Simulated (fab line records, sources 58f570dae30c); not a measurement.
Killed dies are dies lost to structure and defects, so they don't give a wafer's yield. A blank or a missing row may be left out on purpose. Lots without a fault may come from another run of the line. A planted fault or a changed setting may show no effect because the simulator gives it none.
fab line records | flow berkeley_cmos170
record lots=5 wafers=15 last_day=12
route steps=331 shown ZERO@8 NWELL@14 PWELL@34
lots that met no fault: from a run of the same line without faults
start_h: hours from the record's first day to the start of the lot's first wafer shown | wait_h: hours since the lot's step before | " the same as in the row above | L1.1+2: a row that stands for several wafers | - no value, or no start given | * or withheld: withheld | < > ~ a bound
route shown NAME@n: a module of which the file shows steps, and the number in the route of the first | usual: mean/standard deviation of fault-free wafers | same: alike in all rows | chamber/n: place in a boat | sites: the reading at each site | _std_site: their standard deviation | _edge_site: outer sites' mean less inner sites' | radius_mm: how far each site lies from the wafer's centre | mask NAME#n: copy n | behind: the tool/chamber that last shaped the wafer | hold: why the lot was held/for how many hours/how that ended | device: the transistor (n, p or np) that didn't switch | end of line: the same wafers' tests at the end of the route | a step without rows: its recipe alone | killed: dies lost to structure and defects at the first sort, not the wafer's yield | map: a wafer's dies, x killed, . not, _ none there
set.NAME: the setting as run; set.NAME@STEP: as run at that earlier step | model.NAME: the simulator's own value behind a step, which no gauge read
lots at some steps of the route; a table a step, a row a wafer
services: from which hour (start_h, from the record's first day; less than 0 if before it) a tool's chamber was out of use, for how many hours, and why
## steps
# step UCB170_ZERO_SOFTBAKE_02
# recipe resist=KrF temp_c=130 time_s=60
# columns lot.wafer tool chamber start_h wait_h
L077.4+5+6 litho_track-03 0 37.86 0.1
L083.2+3+4 litho_track-03 0 65.08 0.1
L084.1+2+5 litho_track-02 0 69.08 0.1
L091.2+3+6 litho_track-04 0 105.85 0.1
L092.2+3+6 litho_track-03 0 108.71 0.1
# step UCB170_ZERO_EXPOSE_03
# recipe mask_id=PM_MARKS na=0.5 sigma_outer=0.6 source_shape=conventional target_cd_nm=4000 dose_mj=30
# usual exposure_dose_mJ_cm2=29.997/0.027
# columns lot.wafer tool chamber start_h wait_h mask exposure_dose_mJ_cm2
L077.4 krf_scanner-01 0 37.99 0.1 PM_MARKS#0 30.029
L077.5 " 0 " " PM_MARKS#0 29.984
L077.6 " 0 " " PM_MARKS#0 30.008
L083.2 krf_scanner-02 0 65.54 0.4 PM_MARKS#0 29.995
L083.3 " 0 " " PM_MARKS#0 29.977
L083.4 " 0 " " PM_MARKS#0 29.970
L084.1 krf_scanner-02 0 69.23 0.1 PM_MARKS#0 29.997
L084.2 " 0 " " PM_MARKS#0 30.011
L084.5 " 0 " " PM_MARKS#0 29.994
L091.2 krf_scanner-02 0 106.14 0.3 PM_MARKS#0 29.981
L091.3 " 0 " " PM_MARKS#0 29.981
L091.6 " 0 " " PM_MARKS#0 29.970
L092.2 krf_scanner-01 0 108.98 0.2 PM_MARKS#0 29.999
L092.3 " 0 " " PM_MARKS#0 29.985
L092.6 " 0 " " PM_MARKS#0 30.008
# step UCB170_ZERO_PEB_04
# recipe peb_temp_c=130 peb_time_s=withheld resist=KrF
# columns lot.wafer tool chamber start_h wait_h
L077.4+5+6 litho_track-03 0 38.46 0.4
L083.2+3+4 litho_track-04 0 65.66 0.1
L084.1+2+5 litho_track-03 0 69.35 0.1
L091.2+3+6 litho_track-04 0 106.31 0.1
L092.2+3+6 litho_track-02 0 109.50 0.5
# step UCB170_ZERO_DEVELOP_05
# recipe developer=TMAH develop_time_s=45 resist=KrF dev_temp_c=21
# columns lot.wafer tool chamber start_h wait_h
L077.4+5+6 litho_track-03 0 - -
L083.2+3+4 litho_track-04 0 - -
L084.1+2+5 litho_track-03 0 - -
L091.2+3+6 litho_track-04 0 - -
L092.2+3+6 litho_track-02 0 - -
# step UCB170_ZERO_ETCH_06
# recipe chemistry=CHF3/CF4/Ar target=SiO2 time_s=12 pressure_mtorr=100 rf_w=500 CHF3_flow_sccm=50 cf4_flow_sccm=10 Ar_flow_sccm=120 over_etch_frac=1.58
# usual cf4_flow_sccm=10.000/0.029 drypump_motor_current_A=5.51/0.29 oes_product_au=0.622/0.0099 throttle_valve_pct=9.22/0.21
# columns lot.wafer tool chamber start_h wait_h cf4_flow_sccm drypump_motor_current_A oes_product_au rf_hours_counter_h throttle_valve_pct
L077.4 rie_diel-04 3 38.66 - 9.979 5.23 0.628 48 9.15
L077.5 " 3 " " 9.969 5.24 0.635 - 9.16
L077.6 " 2 " " 9.991 5.15 0.639 - 9.27
L083.2 rie_diel-03 0 65.91 - 9.949 5.34 0.629 94 9.20
L083.3 " 1 " " 9.964 5.21 0.608 169 9.49
L083.4 " 0 " " 9.991 5.37 0.621 - 9.21
L084.1 rie_diel-03 2 69.63 - 9.969 5.88 0.634 100 9.32
L084.2 " 3 " " 10.004 5.71 0.638 14 8.85
L084.5 " 0 " " 9.981 5.33 0.624 - 9.24
L091.2 rie_diel-03 1 106.56 - 9.998 5.22 0.625 1 9.48
L091.3 " 3 " " 9.994 5.71 0.627 16 8.87
L091.6 " 3 " " 10.009 5.72 0.632 - 8.84
L092.2 rie_diel-04 2 109.75 - 10.056 5.16 0.636 143 9.26
L092.3 " 3 " " 9.953 5.24 0.627 50 9.17
L092.6 " 3 " " 10.004 5.24 0.633 - 9.14
# step UCB170_ZERO_STRIP_07
# recipe chemistry=O2 power_w=400 pressure_mtorr=3500 platen_temp_c=withheld o2_flow_sccm=400 overash_fraction=0.5
# usual drypump_motor_current_A=5.9/0.4 o2_flow_sccm=400.1/1.1 oes_product_au=0.727/0.0045 strip_time_to_endpoint_s=21.50/0.065
# columns lot.wafer tool chamber start_h wait_h drypump_motor_current_A o2_flow_sccm oes_product_au rf_hours_counter_h strip_time_to_endpoint_s
L077.4 plasma_asher-02 1 38.72 0.0 6.3 400.4 0.732 - 21.48
L077.5 " 0 " " 6.3 399.8 0.734 - 21.45
L077.6 " 1 " " 6.3 402.0 0.722 - 21.48
L083.2 plasma_asher-03 1 65.93 0.0 5.3 400.9 0.720 37 21.54
L083.3 " 1 " " 5.3 399.5 0.726 - 21.47
L083.4 " 0 " " 5.9 399.8 0.725 - 21.51
L084.1 plasma_asher-03 1 69.65 0.0 5.3 401.0 0.730 37 21.50
L084.2 " 0 " " 5.9 401.7 0.726 37 21.56
L084.5 " 0 " " 5.9 401.5 0.740 - 21.56
L091.2 plasma_asher-01 1 106.58 0.0 6.3 399.8 0.729 40 21.47
L091.3 " 1 " " 6.3 399.1 0.725 - 21.36
L091.6 " 1 " " 6.3 400.0 0.737 - 21.38
L092.2 plasma_asher-03 1 109.77 0.0 5.3 399.5 0.723 41 21.52
L092.3 " 0 " " 5.8 400.4 0.728 - 21.48
L092.6 " 0 " " 5.8 398.6 0.723 - 21.49
# step UCB170_NWELL_WET_ETCH_00
# recipe chemistry=dHF dilution=25:1 target=SiO2 temp_c=25 time_s=200
# usual temp_c=24.98/0.12
# columns lot.wafer tool chamber start_h wait_h temp_c
L077.4 wet_bench-02 2 38.78 0.0 24.78
L077.5 " 2 " " 24.92
L077.6 " 2 " " 24.92
L083.2 wet_bench-03 2 67.23 1.3 25.09
L083.3 " 2 " " 25.03
L083.4 " 2 " " 24.92
L084.1 wet_bench-04 3 69.75 0.1 24.80
L084.2 " 3 " " 24.96
L084.5 " 3 " " 24.95
L091.2 wet_bench-03 2 108.49 1.9 24.96
L091.3 " 2 " " 24.97
L091.6 " 2 " " 24.95
L092.2 wet_bench-02 3 110.16 0.4 25.02
L092.3 " 3 " " 24.90
L092.6 " 3 " " 24.85
# step UCB170_NWELL_OXIDATION_01
# recipe temp_c=1000 ambient=O2 target_thk_a=264 ox_time_s=1260
# usual tube_center_temp_C=1000/0.098 tube_center_temp_C_max=1002.6/0.42 zone_power_source_pct=35/5.3
# columns lot.wafer tool chamber start_h wait_h tube_center_temp_C tube_center_temp_C_max zone_power_source_pct
L077.4 furnace-02 0 44.38 5.5 999.9 1002.4 43
L077.5 " 0 " " 1000.1 1002.1 44
L077.6 " 0 " " 999.98 1003.2 43
L083.2 furnace-04 0 69.20 1.9 1000.2 1002.0 32
L083.3 " 0 " " 1000.1 1002.3 32
L083.4 " 0 " " 1000 1002.3 33
L084.1 furnace-04 0 73.25 3.4 1000 1002.6 32
L084.2 " 0 " " 999.94 1001.7 32
L084.5 " 0 " " 999.88 1002.5 32
L091.2 furnace-01 0 110.99 2.4 999.97 1002.7 31
L091.3 " 0 " " 999.96 1003.0 31
L091.6 " 0 " " 999.81 1002.1 31
L092.2 furnace-01 0 110.99 0.8 999.97 1002.6 31
L092.3 " 0 " " 1000 1003.3 31
L092.6 " 0 " " 1000.1 1001.8 31
# step UCB170_NWELL_THK_MEAS_02
# recipe reads=SiO2_of_NWELL_OXIDATION_01
# usual NWELL_OXIDE_THK=26.4/0.57
# columns lot.wafer tool chamber start_h wait_h NWELL_OXIDE_THK[nm]
L077.4 film_metro-01 - 45.76 0.0 25.7
L077.5 " - " " 25.1
L077.6 " - " " 24.9
L083.2 film_metro-01 - 70.56 0.0 26.7
L083.3 " - " " 26.3
L083.4 " - " " 26.3
L084.1 film_metro-01 - 74.60 0.0 26.5
L084.2 " - " " 26.4
L084.5 " - " " 26.2
L091.2 film_metro-01 - 112.35 0.0 26.5
L091.3 " - " " 26.4
L091.6 " - " " 26.9
L092.2 film_metro-03 - 112.35 0.0 26.8
L092.3 " - " " 26.5
L092.6 " - " " 26.4
# step UCB170_NWELL_ANNEAL_03
# recipe temp_c=1000 time_s=900 ambient=N2
# usual tube_center_temp_C=1000/0.093 tube_center_temp_C_max=1002.6/0.43 zone_power_source_pct=36/5.5
# columns lot.wafer tool chamber start_h wait_h tube_center_temp_C tube_center_temp_C_max zone_power_source_pct
L077.4 furnace-02 0 48.48 2.7 1000 1002.3 43
L077.5 " 0 " " 1000 1002.8 43
L077.6 " 0 " " 1000.3 1002.4 43
L083.2 furnace-04 0 74.60 4.0 999.96 1002.5 32
L083.3 " 0 " " 1000 1003.1 32
L083.4 " 0 " " 999.96 1003.2 33
L084.1 furnace-02 0 79.78 5.2 1000 1002.3 43
L084.2 " 0 " " 999.91 1002.8 43
L084.5 " 0 " " 1000 1002.6 44
L091.2 furnace-01 0 118.17 5.8 1000.2 1002.6 31
L091.3 " 0 " " 1000 1002.5 31
L091.6 " 0 " " 1000.1 1002.6 31
L092.2 furnace-01 0 118.17 5.8 1000.1 1002.4 31
L092.3 " 0 " " 999.89 1002.7 31
L092.6 " 0 " " 1000.1 1002.6 31
# step UCB170_NWELL_CVD_04
# recipe material=Si3N4 target_thk_nm=224 temp_c=800 precursor=SiH2Cl2/NH3 time_s=3360 pressure_mtorr=200 sih2cl2_flow_sccm=25 nh3_flow_sccm=75
# usual nh3_flow_sccm=74.98/0.22 pressure_mtorr=200.0/0.44 zone_power_source_pct=20.5/1.9
# columns lot.wafer tool chamber start_h wait_h nh3_flow_sccm pressure_mtorr zone_power_source_pct
L077.4 lpcvd-02 1 50.34 0.6 74.78 199.7 20.0
L077.5 " 1 " " 75.07 200.5 19.9
L077.6 " 1 " " 74.72 200.4 19.9
L083.2 lpcvd-01 0 75.85 0.0 74.80 200.1 19.3
L083.3 " 0 " " 74.80 200.3 19.2
L083.4 " 0 " " 75.12 199.4 19.1
L084.1 lpcvd-01 1 81.03 0.0 74.90 200.5 23.6
L084.2 " 1 " " 74.89 200.2 24.1
L084.5 " 1 " " 74.52 200.1 23.4
L091.2 lpcvd-02 1 119.42 0.0 75.01 200.0 19.8
L091.3 " 1 " " 75.36 200.5 19.9
L091.6 " 1 " " 75.43 200.8 19.8
L092.2 lpcvd-02 0 119.42 0.0 74.76 199.9 19.1
L092.3 " 0 " " 74.84 200.3 19.6
L092.6 " 0 " " 75.22 200.8 19.2
# step UCB170_NWELL_THK_MEAS_05
# recipe reads=Si3N4_of_NWELL_CVD_04
# usual NWELL_NITRIDE_THK=223.5/1.7
# columns lot.wafer tool chamber start_h wait_h NWELL_NITRIDE_THK[nm]
L077.4 film_metro-02 - 52.30 0.0 221.4
L077.5 " - " " 223.3
L077.6 " - " " 224.0
L083.2 film_metro-01 - 77.80 0.0 222.0
L083.3 " - " " 223.8
L083.4 " - " " 223.1
L084.1 film_metro-03 - 82.97 0.0 222.8
L084.2 " - " " 221.5
L084.5 " - " " 223.0
L091.2 film_metro-03 - 121.36 0.0 225.8
L091.3 " - " " 225.3
L091.6 " - " " 224.2
L092.2 film_metro-02 - 121.36 0.0 225.1
L092.3 " - " " 224.6
L092.6 " - " " 226.9
# step UCB170_NWELL_HMDS_06
# recipe prime_time_s=60 prime_temp_c=100
# columns lot.wafer tool chamber start_h wait_h
L077.4+5+6 litho_track-01 0 52.79 0.5
L083.2+3+4 litho_track-04 0 77.87 0.1
L084.1+2+5 litho_track-02 0 83.03 0.1
L091.2+3+6 litho_track-04 0 121.74 0.4
L092.2+3+6 litho_track-02 0 121.80 0.4
# step UCB170_NWELL_COAT_07
# recipe resist=KrF spin_rpm=1500 resist_thk_nm=900
# columns lot.wafer tool chamber start_h wait_h
L077.4+5+6 litho_track-01 0 52.94 0.1
L083.2+3+4 litho_track-04 0 78.02 0.1
L084.1+2+5 litho_track-02 0 83.18 0.1
L091.2+3+6 litho_track-04 0 121.89 0.1
L092.2+3+6 litho_track-02 0 121.95 0.1
# step UCB170_NWELL_SOFTBAKE_08
# recipe resist=KrF temp_c=130 time_s=60
# columns lot.wafer tool chamber start_h wait_h
L077.4+5+6 litho_track-01 0 53.09 0.1
L083.2+3+4 litho_track-04 0 78.17 0.1
L084.1+2+5 litho_track-02 0 83.33 0.1
L091.2+3+6 litho_track-04 0 122.04 0.1
L092.2+3+6 litho_track-02 0 122.10 0.1
# step UCB170_NWELL_EXPOSE_09
# recipe mask_id=NWELL target_cd_nm=3000 na=0.5 sigma_outer=0.6 source_shape=conventional dose_mj=25
# usual exposure_dose_mJ_cm2=24.990/0.026
# columns lot.wafer tool chamber start_h wait_h mask exposure_dose_mJ_cm2
L077.4 krf_scanner-01 0 53.22 0.1 NWELL#0 24.979
L077.5 " 0 " " NWELL#0 25.004
L077.6 " 0 " " NWELL#0 24.997
L083.2 krf_scanner-02 0 78.56 0.4 NWELL#0 24.978
L083.3 " 0 " " NWELL#0 25.018
L083.4 " 0 " " NWELL#0 24.992
L084.1 krf_scanner-01 0 83.60 0.2 NWELL#0 24.969
L084.2 " 0 " " NWELL#0 24.974
L084.5 " 0 " " NWELL#0 24.984
L091.2 krf_scanner-02 0 122.30 0.2 NWELL#0 25.035
L091.3 " 0 " " NWELL#0 25.017
L091.6 " 0 " " NWELL#0 25.014
L092.2 krf_scanner-01 0 122.65 0.5 NWELL#0 25.047
L092.3 " 0 " " NWELL#0 24.979
L092.6 " 0 " " NWELL#0 25.014
# step UCB170_NWELL_PEB_10
# recipe peb_temp_c=130 peb_time_s=withheld resist=KrF
# columns lot.wafer tool chamber start_h wait_h
L077.4+5+6 litho_track-02 0 53.36 0.1
L083.2+3+4 litho_track-01 0 78.68 0.1
L084.1+2+5 litho_track-02 0 83.72 0.1
L091.2+3+6 litho_track-02 0 122.98 0.7
L092.2+3+6 litho_track-01 0 123.12 0.5
# step UCB170_NWELL_DEVELOP_11
# recipe developer=TMAH develop_time_s=45 resist=KrF dev_temp_c=21
# columns lot.wafer tool chamber start_h wait_h
L077.4+5+6 litho_track-02 0 - -
L083.2+3+4 litho_track-01 0 - -
L084.1+2+5 litho_track-02 0 - -
L091.2+3+6 litho_track-02 0 - -
L092.2+3+6 litho_track-01 0 - -
# step UCB170_NWELL_OVL_MEAS_12
# usual NWELL_OVL=-1/4.1
# columns lot.wafer tool chamber start_h wait_h NWELL_OVL[nm]
L077.4 overlay-02 - 53.57 - -3
L077.5 " - " " -10
L077.6 " - " " -5
L083.2 overlay-01 - 78.94 - 7
L083.3 " - " " 1
L083.4 " - " " 10
L084.1 overlay-02 - 83.99 - -4
L084.2 " - " " -8
L084.5 " - " " 1
L091.2 overlay-02 - 123.23 - 0
L091.3 " - " " 3
L091.6 " - " " -1
L092.2 overlay-01 - 123.38 - -5
L092.3 " - " " -7
L092.6 " - " " -16
# step UCB170_NWELL_ETCH_13
# recipe chemistry=CH3F/Ar/O2 target=Si3N4 stop_on=SiO2 CH3F_flow_sccm=20 Ar_flow_sccm=50 O2_flow_sccm=7 pressure_mtorr=50 rf_w=450 target_depth_a=2464 over_etch_frac=0.1 time_s=154
# usual drypump_motor_current_A=5.61/0.27 oes_product_au=0.948/0.014 throttle_valve_pct=8.03/0.18
# columns lot.wafer tool chamber start_h wait_h drypump_motor_current_A oes_product_au rf_hours_counter_h throttle_valve_pct
L077.4 rie_diel-01 1 53.59 0.0 5.20 0.940 2 7.88
L077.5 " 0 " " 5.56 0.944 - 8.35
L077.6 " 1 " " 5.20 0.953 - 7.88
L083.2 rie_diel-01 3 78.97 0.0 5.47 0.922 84 7.86
L083.3 " 1 " " 5.18 0.946 3 7.89
L083.4 " 0 " " 5.54 0.943 107 8.37
L084.1 rie_diel-03 2 84.03 0.0 5.85 0.944 101 8.10
L084.2 " 3 " " 5.72 0.956 15 7.70
L084.5 " 2 " " 5.87 0.954 - 8.10
L091.2 rie_diel-03 2 123.26 0.0 5.85 0.964 104 8.11
L091.3 " 1 " " 5.22 0.963 2 8.31
L091.6 " 3 " " 5.72 0.972 - 7.70
L092.2 rie_diel-02 2 123.41 0.0 5.61 0.966 94 7.99
L092.3 " 1 " " 5.87 0.930 83 8.02
L092.6 " 1 " " 5.87 0.938 - 8.01
# step UCB170_NWELL_IMPLANT_14
# recipe species=P dose_cm2=1e+13 energy_kev=150 tilt_deg=7
# usual dose_ions_cm2=1.0001e+13/9.9e+09
# columns lot.wafer tool chamber start_h wait_h dose_ions_cm2
L077.4 implanter-01 0 53.77 0.1 9.996e+12
L077.5 " 0 " " 1.0004e+13
L077.6 " 0 " " 9.998e+12
L083.2 implanter-01 0 79.09 0.1 9.988e+12
L083.3 " 0 " " 9.984e+12
L083.4 " 0 " " 9.99e+12
L084.1 implanter-03 0 84.13 0.1 1.0012e+13
L084.2 " 0 " " 1.0018e+13
L084.5 " 0 " " 1.0009e+13
L091.2 implanter-03 0 123.39 0.1 9.993e+12
L091.3 " 0 " " 1e+13
L091.6 " 0 " " 1.0007e+13
L092.2 implanter-02 0 123.53 0.1 9.992e+12
L092.3 " 0 " " 1.0008e+13
L092.6 " 0 " " 9.998e+12
# step UCB170_NWELL_STRIP_15
# recipe chemistry=O2 power_w=400 pressure_mtorr=3500 platen_temp_c=withheld o2_flow_sccm=400 overash_fraction=0.5
# usual drypump_motor_current_A=5.7/0.64 o2_flow_sccm=399.9/1.2 oes_product_au=0.721/0.0046 strip_time_to_endpoint_s=17.97/0.1
# columns lot.wafer tool chamber start_h wait_h drypump_motor_current_A o2_flow_sccm oes_product_au rf_hours_counter_h strip_time_to_endpoint_s
L077.4 plasma_asher-04 0 53.88 0.1 6.4 400.4 0.727 - 18.02
L077.5 " 0 " " 6.3 400.5 0.726 - 18.00
L077.6 " 1 " " 4.8 400.3 0.718 - 17.96
L083.2 plasma_asher-03 0 79.22 0.1 5.8 400.1 0.725 38 18.05
L083.3 " 0 " " 5.8 397.5 0.721 - 17.98
L083.4 " 1 " " 5.2 399.5 0.718 - 17.85
L084.1 plasma_asher-03 1 84.28 0.1 5.2 399.0 0.726 39 18.13
L084.2 " 0 " " 5.8 399.5 0.716 39 17.90
L084.5 " 0 " " 5.8 401.6 0.733 - 18.13
L091.2 plasma_asher-01 0 123.52 0.1 6.1 400.8 0.717 42 17.97
L091.3 " 0 " " 6.1 400.9 0.720 - 17.94
L091.6 " 0 " " 6.1 398.5 0.723 - 17.89
L092.2 plasma_asher-04 1 123.66 0.1 4.8 399.7 0.718 27 18.04
L092.3 " 0 " " 6.3 401.0 0.722 - 18.04
L092.6 " 0 " " 6.4 401.1 0.726 - 18.06
# step UCB170_NWELL_TW_MEAS_16
# usual NWELL_TW=1248/12
# columns lot.wafer tool chamber start_h wait_h NWELL_TW
L077.4 film_metro-02 - 53.97 0.1 1236
L077.5 " - " " 1230
L077.6 " - " " 1228
L083.2 film_metro-03 - 79.33 0.1 1267
L083.3 " - " " 1260
L083.4 " - " " 1264
L084.1 film_metro-01 - 84.38 0.1 1241
L084.2 " - " " 1237
L084.5 " - " " 1245
L091.2 film_metro-03 - 123.63 0.1 1264
L091.3 " - " " 1265
L091.6 " - " " 1265
L092.2 film_metro-01 - 123.77 0.1 1249
L092.3 " - " " 1241
L092.6 " - " " 1249
# step UCB170_NWELL_CLEAN_17
# recipe chemistry=SPM temp_c=120 time_s=600
# usual temp_c=119.98/0.14
# columns lot.wafer tool chamber start_h wait_h temp_c
L077.4 wet_bench-02 3 54.60 0.6 119.93
L077.5 " 3 " " 119.90
L077.6 " 3 " " 120.07
L083.2 wet_bench-03 1 79.38 0.0 119.91
L083.3 " 1 " " 120.12
L083.4 " 1 " " 120.14
L084.1 wet_bench-03 3 84.44 0.1 120.01
L084.2 " 3 " " 120.04
L084.5 " 3 " " 119.92
L091.2 wet_bench-04 2 124.10 0.5 119.94
L091.3 " 2 " " 119.97
L091.6 " 2 " " 120.10
L092.2 wet_bench-04 2 124.10 0.3 120.24
L092.3 " 2 " " 120.10
L092.6 " 2 " " 119.93
# step UCB170_NWELL_WET_ETCH_18
# recipe chemistry=H3PO4 target=Si3N4 temp_c=160 time_s=14400
# usual temp_c=160.01/0.13
# columns lot.wafer tool chamber start_h wait_h temp_c
L077.4 wet_bench-02 0 54.98 0.2 160.06
L077.5 " 0 " " 159.91
L077.6 " 0 " " 159.94
L083.2 wet_bench-04 2 79.55 0.0 159.97
L083.3 " 2 " " 159.99
L083.4 " 2 " " 159.97
L084.1 wet_bench-02 1 84.62 0.0 159.98
L084.2 " 1 " " 159.96
L084.5 " 1 " " 159.97
L091.2 wet_bench-02 0 124.40 0.1 160.01
L091.3 " 0 " " 159.89
L091.6 " 0 " " 159.96
L092.2 wet_bench-02 1 124.40 0.1 160.04
L092.3 " 1 " " 160.16
L092.6 " 1 " " 160.04
# step UCB170_NWELL_WET_ETCH_19
# recipe chemistry=BOE dilution=5:1 target=SiO2 temp_c=25 time_s=22
# usual temp_c=25.01/0.1
# columns lot.wafer tool chamber start_h wait_h temp_c
L077.4 wet_bench-03 0 59.35 0.0 24.97
L077.5 " 0 " " 24.93
L077.6 " 0 " " 25.04
L083.2 wet_bench-02 0 83.88 0.3 25.01
L083.3 " 0 " " 25.18
L083.4 " 0 " " 24.94
L084.1 wet_bench-04 3 88.99 0.0 25.00
L084.2 " 3 " " 25.16
L084.5 " 3 " " 24.83
L091.2 wet_bench-02 1 128.58 0.2 24.96
L091.3 " 1 " " 24.93
L091.6 " 1 " " 25.10
L092.2 wet_bench-02 3 128.58 0.2 24.83
L092.3 " 3 " " 24.99
L092.6 " 3 " " 25.14
# step UCB170_PWELL_CLEAN_00
# recipe chemistry=SPM temp_c=120 time_s=600
# usual temp_c=120.02/0.14
# columns lot.wafer tool chamber start_h wait_h temp_c
L077.4 wet_bench-04 3 59.37 0.0 120.18
L077.5 " 3 " " 119.83
L077.6 " 3 " " 119.91
L083.2 wet_bench-02 0 83.96 0.1 120.02
L083.3 " 0 " " 120.05
L083.4 " 0 " " 119.78
L084.1 wet_bench-02 3 89.00 0.0 120.01
L084.2 " 3 " " 119.97
L084.5 " 3 " " 120.00
L091.2 wet_bench-03 3 130.97 2.4 120.06
L091.3 " 3 " " 120.14
L091.6 " 3 " " 120.26
L092.2 wet_bench-03 1 130.97 2.4 120.03
L092.3 " 1 " " 120.05
L092.6 " 1 " " 120.05
# step UCB170_PWELL_CLEAN_01
# recipe chemistry=dHF dilution=25:1 time_s=60
# columns lot.wafer tool chamber start_h wait_h
L077.4+5+6 wet_bench-02 1 59.54 0.0
L083.2+3+4 wet_bench-02 1 84.15 0.0
L084.1+2+5 wet_bench-04 1 89.20 0.0
L091.2+3+6 wet_bench-03 2 131.61 0.5
L092.2+3+6 wet_bench-03 0 131.61 0.5
# step UCB170_PWELL_OXIDATION_02
# recipe temp_c=1000 ambient=O2 target_thk_a=264 ox_time_s=1260
# usual tube_center_temp_C=1000/0.087 tube_center_temp_C_max=1002.6/0.42 zone_power_source_pct=37/5.6
# columns lot.wafer tool chamber start_h wait_h tube_center_temp_C tube_center_temp_C_max zone_power_source_pct
L077.4 furnace-04 0 59.67 0.1 999.92 1002.6 32
L077.5 " 0 " " 999.9 1002.2 32
L077.6 " 0 " " 1000 1003.5 33
L083.2 furnace-02 0 90.55 6.4 1000.1 1003.2 44
L083.3 " 0 " " 999.88 1001.6 43
L083.4 " 0 " " 999.94 1003.2 43
L084.1 furnace-02 0 90.55 1.3 1000 1002.4 43
L084.2 " 0 " " 1000.1 1002.3 43
L084.5 " 0 " " 1000.1 1002.3 43
L091.2 furnace-04 0 135.14 3.5 1000.1 1002.8 32
L091.3 " 0 " " 1000.1 1002.6 32
L091.6 " 0 " " 999.95 1002.2 32
L092.2 furnace-04 0 135.14 3.5 1000 1002.5 33
L092.3 " 0 " " 999.9 1001.9 32
L092.6 " 0 " " 999.97 1002.6 32
# step UCB170_PWELL_THK_MEAS_03
# recipe reads=SiO2_of_PWELL_OXIDATION_02
# usual PWELL_OXIDE_THK=26.5/0.48
# columns lot.wafer tool chamber start_h wait_h PWELL_OXIDE_THK[nm]
L077.4 film_metro-01 - 61.05 0.0 27.5
L077.5 " - " " 27.2
L077.6 " - " " 27.4
L084.1 film_metro-03 - 91.90 0.0 26.6
L084.2 " - " " 26.2
L084.5 " - " " 26.1
L083.2 film_metro-01 - 91.92 0.0 26.1
L083.3 " - " " 26.3
L083.4 " - " " 26.2
L091.2 film_metro-03 - 136.50 0.0 27.1
L091.3 " - " " 27.0
L091.6 " - " " 27.1
L092.2 film_metro-04 - 136.50 0.0 25.9
L092.3 " - " " 26.3
L092.6 " - " " 26.6
# step UCB170_PWELL_ANNEAL_04
# recipe temp_c=1000 time_s=929.2 ambient=N2
# usual tube_center_temp_C=1000/0.089 tube_center_temp_C_max=1002.6/0.45 zone_power_source_pct=36/5.6
# columns lot.wafer tool chamber start_h wait_h tube_center_temp_C tube_center_temp_C_max zone_power_source_pct
L077.4 furnace-01 0 65.44 4.4 999.96 1003.0 32
L077.5 " 0 " " 1000.1 1002.3 31
L077.6 " 0 " " 999.96 1001.9 31
L083.2 furnace-02 0 99.08 7.2 1000 1002.5 43
L083.3 " 0 " " 999.92 1002.3 43
L083.4 " 0 " " 1000 1003.6 42
L084.1 furnace-02 0 99.08 7.2 1000 1003.0 43
L084.2 " 0 " " 1000.1 1003.4 43
L084.5 " 0 " " 1000 1002.4 43
L091.2 furnace-04 0 141.32 4.8 1000.1 1002.7 33
L091.3 " 0 " " 999.96 1002.7 32
L091.6 " 0 " " 1000 1002.1 32
L092.2 furnace-04 0 141.32 4.8 999.98 1002.7 32
L092.3 " 0 " " 999.91 1002.5 32
L092.6 " 0 " " 1000.1 1002.6 32
# step UCB170_PWELL_CVD_05
# recipe material=Si3N4 target_thk_nm=220 temp_c=800 precursor=SiH2Cl2/NH3 time_s=3300 pressure_mtorr=200 sih2cl2_flow_sccm=25 nh3_flow_sccm=75
# usual nh3_flow_sccm=74.93/0.22 pressure_mtorr=200.0/0.35 zone_power_source_pct=20.8/2
# columns lot.wafer tool chamber start_h wait_h nh3_flow_sccm pressure_mtorr zone_power_source_pct
L077.4 lpcvd-01 1 66.69 0.0 74.59 200.3 23.6
L077.5 " 1 " " 74.67 200.1 23.4
L077.6 " 1 " " 74.95 200.2 24.3
L083.2 lpcvd-01 0 100.33 0.0 75.04 199.8 18.8
L083.3 " 0 " " 74.97 200.3 18.9
L083.4 " 0 " " 75.02 199.5 18.8
L084.1 lpcvd-01 0 100.33 0.0 74.70 200.1 19.1
L084.2 " 0 " " 75.03 200.0 19.0
L084.5 " 0 " " 74.75 200.1 19.2
L091.2 lpcvd-01 1 142.57 0.0 74.74 200.4 23.5
L091.3 " 1 " " 74.93 200.0 23.4
L091.6 " 1 " " 74.86 200.0 23.2
L092.2 lpcvd-01 0 142.57 0.0 74.69 200.3 19.1
L092.3 " 0 " " 74.86 199.4 19.0
L092.6 " 0 " " 74.64 199.5 18.8
# step UCB170_PWELL_THK_MEAS_06
# recipe reads=Si3N4_of_PWELL_CVD_05
# usual PWELL_NITRIDE_THK=219.2/2
# columns lot.wafer tool chamber start_h wait_h PWELL_NITRIDE_THK[nm]
L077.4 film_metro-01 - 68.63 0.0 218.4
L077.5 " - " " 217.0
L077.6 " - " " 218.2
L084.1 film_metro-03 - 102.25 0.0 218.2
L084.2 " - " " 216.0
L084.5 " - " " 216.7
L083.2 film_metro-04 - 102.26 0.0 219.0
L083.3 " - " " 218.6
L083.4 " - " " 218.1
L091.2 film_metro-04 - 144.50 0.0 221.1
L091.3 " - " " 220.4
L091.6 " - " " 221.1
L092.2 film_metro-01 - 144.50 0.0 219.3
L092.3 " - " " 219.7
L092.6 " - " " 220.9
## services
# columns tool chamber start_h hours kind
implanter-03 - 14.71 3.8 repair
rie_diel-02 0 26.42 1.3 repair
krf_scanner-02 - 37.10 0.8 pm
krf_scanner-02 - 41.08 1.0 pm
implanter-02 - 50.69 3.0 repair
krf_scanner-01 - 56.23 1.3 pm
rie_diel-04 - 62.17 15.6 pm
rie_diel-01 1 62.30 2.5 repair
rie_diel-03 3 64.93 1.5 repair
krf_scanner-01 - 69.00 1.0 pm
lpcvd-02 - 87.37 1.2 repair
rie_diel-04 - 87.53 14.6 pm
plasma_asher-03 - 97.82 3.0 repair
krf_scanner-02 - 100.57 3.6 pm
rie_diel-01 - 103.85 15.6 pm
rie_diel-04 1 107.34 7.5 repair
wet_bench-02 - 113.35 0.8 repair
implanter-01 - 115.61 3.5 repair
implanter-01 - 123.05 0.6 repair
rie_diel-03 - 125.90 4.3 pm
plasma_asher-03 - 127.12 1.0 repair
rie_diel-03 0 132.26 15.3 repair
wet_bench-02 - 132.67 4.4 pm
krf_scanner-01 - 142.26 0.8 pm
## key
fault none
